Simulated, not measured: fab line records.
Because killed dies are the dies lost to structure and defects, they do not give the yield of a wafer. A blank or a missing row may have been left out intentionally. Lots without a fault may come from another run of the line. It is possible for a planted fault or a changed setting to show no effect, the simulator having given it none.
What tool caused it? ; flow berkeleyCmos170 ; 15 lots, 44 wafers sampled, at 5 steps of a route of 331

== WHAT THE GAUGES READ, wafer by wafer ==
UCB170_V2_THK_MEAS_04. Usual: V2_POLISHED_THK 1000.1 nm, standard deviation 1.1.
lot;measured;on;V2_POLISHED_THK (nm);flag
L625;day 7 20:41;filmMetro-01;999.3 999.9 999.6;
L626;day 8 12:40;filmMetro-01;1000.4 999.0 1000.3;
L627;day 8 09:04;filmMetro-01;1001.5 1000.7 1002.4;
L628;day 8 08:47;filmMetro-01;998.4 999.9 999.2;
L629;day 8 18:18;filmMetro-02;998.2 999.4 1001.0;
L633;day 9 03:31;filmMetro-01;925.0 925.1 927.0;OFF
L632;day 9 02:42;filmMetro-01;925.0 924.2;OFF
L635;day 9 20:37;filmMetro-02;1000.9 999.1 1001.2;
L636;day 9 20:51;filmMetro-03;922.8 925.4 925.4;OFF
L642;day 11 10:44;filmMetro-01;1001.5 1001.4 1001.7;
L643;day 11 10:00;filmMetro-01;998.5 998.8 1001.7;
L645;day 12 01:41;filmMetro-03;998.6 997.9 1001.1;
L646;day 12 02:01;filmMetro-02;1001.3 1000.1 999.9;
L647;day 12 10:04;filmMetro-01;999.3 999.9 999.9;
L648;day 12 18:44;filmMetro-01;999.2 1000.1 999.7;

UCB170_M3_CD_MEAS_15: target cd 700 nm. Usual: cdNm 699.9 nm, standard deviation 1.5.
lot;measured;on;cdNm (nm);flag
L625;day 8 04:40;cdSem-02;698.8 698.6 698.9;
L626;day 8 17:46;cdSem-01;700.9 700.0 699.3;
L627;day 8 14:28;cdSem-01;698.0 698.7 698.4;
L628;day 8 13:41;cdSem-01;699.7 700.7 700.8;
L629;day 8 22:19;cdSem-01;701.2 701.6 701.6;
L633;day 9 07:38;cdSem-01;699.6 699.6 698.4;
L632;day 9 06:38;cdSem-01;698.3 698.4;
L635;day 10 02:35;cdSem-02;701.1 700.7 700.1;
L636;day 10 03:10;cdSem-02;700.9 700.7 701.2;
L642;day 11 16:45;cdSem-02;699.3 700.8 700.4;
L643;day 11 14:32;cdSem-01;701.7 700.6 700.5;
L645;day 12 06:13;cdSem-01;701.6 701.7 702.8;
L646;day 12 06:17;cdSem-01;698.7 697.1 698.1;
L647;day 12 14:47;cdSem-02;698.0 697.2 697.4;
L648;day 13 00:25;cdSem-02;702.3 702.7 702.2;

== EACH LOT AND THE TOOL THAT RAN IT (in order: tool; ch and the chambers of the sampled wafers; start) ==
lot;UCB170_ZERO_STRIP_07;UCB170_PFIELD_STRIP_08;UCB170_V2_CMP_02
L625;plasmaAsher-04 ch 0,1, day 1 19:14;plasmaAsher-01 ch 0, day 4 16:58;cmp-02 ch 1,3, day 7 20:19
L626;plasmaAsher-02 ch 0,1, day 2 02:40;plasmaAsher-02 ch 0,1, day 5 04:34;cmp-02 ch 0,3, day 8 12:16
L627;plasmaAsher-01 ch 0,1, day 2 07:10;plasmaAsher-01 ch 0,1, day 5 04:58;cmp-01 ch 2,3, day 8 08:38
L628;plasmaAsher-02 ch 0,1, day 2 11:38;plasmaAsher-04 ch 0,1, day 5 04:44;cmp-01 ch 1,2, day 8 08:20
L629;plasmaAsher-04 ch 0,1, day 2 16:18;plasmaAsher-01 ch 0,1, day 5 14:04;cmp-01 ch 1,2, day 8 17:55
L633;plasmaAsher-02 ch 0,1, day 3 11:26;plasmaAsher-01 ch 0, day 5 19:26;cmp-01 ch 2,3, day 9 03:05
L632;plasmaAsher-04 ch 0, day 3 11:58;plasmaAsher-01 ch 0, day 5 19:52;cmp-01 ch 0,1, day 9 02:25
L635;plasmaAsher-02 ch 0, day 3 22:53;plasmaAsher-04 ch 0,1, day 6 14:40;cmp-02 ch 0,1,3, day 9 20:11
L636;plasmaAsher-04 ch 0,1, day 4 00:39;plasmaAsher-02 ch 0,1, day 6 13:18;cmp-01 ch 1,2, day 9 20:24
L642;plasmaAsher-04 ch 0,1, day 5 08:01;plasmaAsher-02 ch 0,1, day 7 21:34;cmp-02 ch 1,2, day 11 10:18
L643;plasmaAsher-01 ch 1, day 5 14:28;plasmaAsher-04 ch 0,1, day 8 02:02;cmp-02 ch 0,3, day 11 09:34
L645;plasmaAsher-01 ch 0,1, day 5 23:23;plasmaAsher-02 ch 0,1, day 8 17:13;cmp-01 ch 0,1, day 12 01:14
L646;plasmaAsher-04 ch 0,1, day 6 05:31;plasmaAsher-04 ch 0, day 8 16:57;cmp-02 ch 1,2, day 12 01:36
L647;plasmaAsher-02 ch 0,1, day 6 10:30;plasmaAsher-04 ch 0,1, day 9 05:35;cmp-02 ch 2,3, day 12 09:38
L648;plasmaAsher-01 ch 0,1, day 6 14:14;plasmaAsher-02 ch 0,1, day 9 13:00;cmp-01 ch 1,2,3, day 12 18:19
- UCB170_ZERO_STRIP_07: strips in O2.
- UCB170_PFIELD_STRIP_08: strips in O2.
- UCB170_V2_CMP_02: polishes SiO2.

== AS READ BY THE TOOLS THEMSELVES (means over the sampled wafers that have a number; for cases with no such wafer, the mark the record gives instead) ==
UCB170_ZERO_STRIP_07. Usual: drypumpMotorCurrentA 5.50 A, standard deviation 0.095; oesProductAu 0.728 a.u., standard deviation 0.0047; stripTimeToEndpointS 21.48 s, standard deviation 0.057.
lot;tool;drypumpMotorCurrentA (A);oesProductAu (a.u.);stripTimeToEndpointS (s);flag
L625;plasmaAsher-04;5.42;0.727;21.43;
L626;plasmaAsher-02;5.56;0.729;21.42;
L627;plasmaAsher-01;5.49;0.728;21.47;
L628;plasmaAsher-02;5.52;0.723;21.50;
L629;plasmaAsher-04;5.52;0.724;21.47;
L633;plasmaAsher-02;5.55;0.733;21.49;
L632;plasmaAsher-04;5.37;0.726;21.40;
L635;plasmaAsher-02;5.61;0.729;21.53;
L636;plasmaAsher-04;5.51;0.729;21.52;
L642;plasmaAsher-04;5.48;0.724;21.51;
L643;plasmaAsher-01;5.53;0.730;21.58;
L645;plasmaAsher-01;5.46;0.724;21.44;
L646;plasmaAsher-04;5.43;0.731;21.44;
L647;plasmaAsher-02;5.52;0.725;21.48;
L648;plasmaAsher-01;5.44;0.728;21.56;

UCB170_PFIELD_STRIP_08. Usual: drypumpMotorCurrentA 5.49 A, standard deviation 0.094; oesProductAu 0.735 a.u., standard deviation 0.0045; stripTimeToEndpointS 21.66 s, standard deviation 0.065.
lot;tool;drypumpMotorCurrentA (A);oesProductAu (a.u.);stripTimeToEndpointS (s);flag
L625;plasmaAsher-01;5.40;0.741;21.68;
L626;plasmaAsher-02;5.58;0.737;21.63;
L627;plasmaAsher-01;5.50;0.736;21.70;
L628;plasmaAsher-04;5.50;0.739;21.60;
L629;plasmaAsher-01;5.50;0.735;21.69;
L633;plasmaAsher-01;5.39;0.733;21.69;
L632;plasmaAsher-01;5.39;0.739;21.66;
L635;plasmaAsher-04;5.49;0.731;21.71;
L636;plasmaAsher-02;5.56;0.738;21.64;
L642;plasmaAsher-02;5.57;0.737;21.62;
L643;plasmaAsher-04;5.52;0.727;21.67;
L645;plasmaAsher-02;5.57;0.735;21.54;
L646;plasmaAsher-04;5.34;0.729;21.63;
L647;plasmaAsher-04;5.41;0.734;21.63;
L648;plasmaAsher-02;5.56;0.733;21.63;

UCB170_V2_CMP_02. Usual: motorCurrentA 15.7 A, standard deviation 1.8.
lot;tool;motorCurrentA (A);flag
L625;cmp-02;13.5;
L626;cmp-02;13.8;
L627;cmp-01;17.3;
L628;cmp-01;16.9;
L629;cmp-01;17.6;
L633;cmp-01;17.6;
L632;cmp-01;16.1;
L635;cmp-02;14.1;
L636;cmp-01;16.9;
L642;cmp-02;14.9;
L643;cmp-02;13.5;
L645;cmp-01;15.8;
L646;cmp-02;15.5;
L647;cmp-02;15.6;
L648;cmp-01;17.2;

== THE ANSWER, worked out from the rows above alone ==
Rule: take the mean of a lot's wafers that have a number; if it is more than 3 standard deviations from the usual mean, the lot is off. Also off: a lot with no number at a reading for which 4 or more lots have one. All remaining lots with rows at the step are treated as sound. First the gauges in route order, then the tools' own readings, where a lot's mean is used as printed above. The first step at which some lot is off is used, and at that step the reading that is off furthest; a lot without a number counts as furthest.
Off: at UCB170_V2_THK_MEAS_04 (V2_POLISHED_THK), L633, L632, L636.
A tool fits if, at a process step before that reading, it ran every lot that is off, and no sound lot after the first of them. Those tools and the gauges at UCB170_V2_THK_MEAS_04 are tried in the same way. Not one of the candidates tried fits.

== WHAT HAD BEEN PUT IN BY THE SIMULATOR ==
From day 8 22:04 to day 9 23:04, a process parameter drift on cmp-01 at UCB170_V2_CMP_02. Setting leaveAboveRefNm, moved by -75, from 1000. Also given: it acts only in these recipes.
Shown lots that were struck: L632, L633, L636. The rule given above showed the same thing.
